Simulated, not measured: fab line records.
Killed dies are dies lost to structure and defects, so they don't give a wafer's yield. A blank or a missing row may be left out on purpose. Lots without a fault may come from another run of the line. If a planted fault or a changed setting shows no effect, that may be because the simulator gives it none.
The tool behind it: which one?	flow rit_cmos	15 lots with 45 wafers sampled at 2 steps, on a route of 202 steps

WHAT EACH GAUGE READ, for each wafer
The record lacks any reading of a measuring or inspecting step that a usual standard deviation could be used to judge.

WHAT TOOL EACH LOT RAN ON (gives the tool, then ch and the chambers of the sampled wafers, and finally the start)
lot	RIT_GATE_CLEAN_01	RIT_M1_PROBE_99
L918	wet_bench-03 ch 2, day 2 09:22	prober-02, day 3 11:26
L920	wet_bench-04 ch 1, day 2 20:53	prober-02, day 3 23:57
L922	wet_bench-01 ch 3, day 3 04:50	prober-02, day 4 10:22
L924	wet_bench-03 ch 1, day 3 16:22	prober-01, day 4 21:35
L926	wet_bench-04 ch 0, day 4 01:16	prober-01, day 5 07:05
L930	wet_bench-04 ch 2, day 5 00:33	prober-02, day 6 03:45
L931	wet_bench-04 ch 3, day 5 02:34	prober-01, day 6 05:46
L932	wet_bench-04 ch 1, day 5 07:24	prober-02, day 6 13:01
L934	wet_bench-03 ch 2, day 5 17:34	prober-02, day 6 20:05
L936	wet_bench-04 ch 0, day 6 06:28	prober-02, day 7 08:49
L937	wet_bench-01 ch 2, day 6 10:55	prober-01, day 7 13:07
L938	wet_bench-03 ch 3, day 6 12:26	prober-02, day 7 16:01
L939	wet_bench-01 ch 2, day 6 19:01	prober-01, day 7 22:16
L940	wet_bench-01 ch 0, day 7 00:16	prober-02, day 8 04:01
L941	wet_bench-01 ch 1, day 7 05:08	prober-01, day 8 05:57
- RIT_GATE_CLEAN_01: cleans in SC1, time 580.1 s.
- RIT_M1_PROBE_99

WHAT THE TOOLS THEMSELVES READ (means of the sampled wafers that have a number; where no wafer has one, the mark that the record gives instead)
RIT_GATE_CLEAN_01. Usual: bath_guard_temp_C 75.1 C, standard deviation 0.56; bath_heat_duty_pct 15.6 %, standard deviation 1.7.
lot	tool	bath_guard_temp_C (C)	bath_heat_duty_pct (%)	flag
L918	wet_bench-03	74.6	14.2	
L920	wet_bench-04	75.5	14.1	
L922	wet_bench-01	76.0	16.2	
L924	wet_bench-03	75.4	19.6	
L926	wet_bench-04	75.8	14.5	
L930	wet_bench-04	-	-	OFF
L931	wet_bench-04	-	-	OFF
L932	wet_bench-04	-	-	OFF
L934	wet_bench-03	74.9	13.5	
L936	wet_bench-04	75.6	14.8	
L937	wet_bench-01	74.0	16.6	
L938	wet_bench-03	74.8	15.0	
L939	wet_bench-01	73.9	17.1	
L940	wet_bench-01	75.2	16.7	
L941	wet_bench-01	75.1	13.4	

RIT_M1_PROBE_99. Usual: killed_at_M0_to_M3 0.0, standard deviation 0.16; killed_at_contacts 0.0, standard deviation 0.2; killed_at_front_end 7.2, standard deviation 2.5; killed_dies 7.3, standard deviation 2.5; killed_open 3.8, standard deviation 1.9; killed_short 3.5, standard deviation 1.8.
lot	tool	killed_at_M0_to_M3	killed_at_contacts	killed_at_front_end	killed_dies	killed_open	killed_short	flag
L918	prober-02	0.0	0.0	7.3	7.3	4.3	3.0	
L920	prober-02	0.0	0.0	9.3	9.3	5.7	3.7	
L922	prober-02	0.0	0.0	6.3	6.3	3.0	3.3	
L924	prober-01	0.0	0.0	4.7	4.7	2.0	2.7	
L926	prober-01	0.0	0.3	6.0	6.3	4.7	1.7	
L930	prober-02	0.0	0.0	8.7	8.7	3.0	5.7	
L931	prober-01	0.0	0.0	3.3	3.3	1.3	2.0	
L932	prober-02	0.0	0.0	7.0	7.0	2.7	4.3	
L934	prober-02	0.3	0.0	8.0	8.3	4.3	4.0	
L936	prober-02	0.0	0.0	9.7	9.7	5.3	4.3	
L937	prober-01	0.0	0.0	7.3	7.3	4.0	3.3	
L938	prober-02	0.0	0.0	7.3	7.3	3.0	4.3	
L939	prober-01	0.3	0.0	5.3	5.7	2.3	3.0	
L940	prober-02	0.0	0.0	8.7	8.7	5.0	3.7	
L941	prober-01	0.0	0.0	5.7	5.7	3.0	2.7	

THE ANSWER, worked out from the rows above alone
Rule: take the mean of a lot's wafers that have a number; if it is more than 3 standard deviations from the usual mean, the lot is off. A lot without any number at a reading at which 4 lots or more have one is off too. All remaining lots with rows at the step are treated as sound. Order of review: gauges by route order, followed by the tools' own readings, for which a lot's mean as printed above is used. The first step at which some lot is off is used, and at that step the reading that is off furthest; a lot without a number counts as furthest.
Off: L930, L931, L932, at RIT_GATE_CLEAN_01 (bath_guard_temp_C). Without a number there: L930, L931, L932.
If a tool, at that step or one of the process steps before it, ran each lot that is off and ran no sound lot following the first of them, it fits. None of those tried fits.

WHAT THE SIMULATOR PUT IN
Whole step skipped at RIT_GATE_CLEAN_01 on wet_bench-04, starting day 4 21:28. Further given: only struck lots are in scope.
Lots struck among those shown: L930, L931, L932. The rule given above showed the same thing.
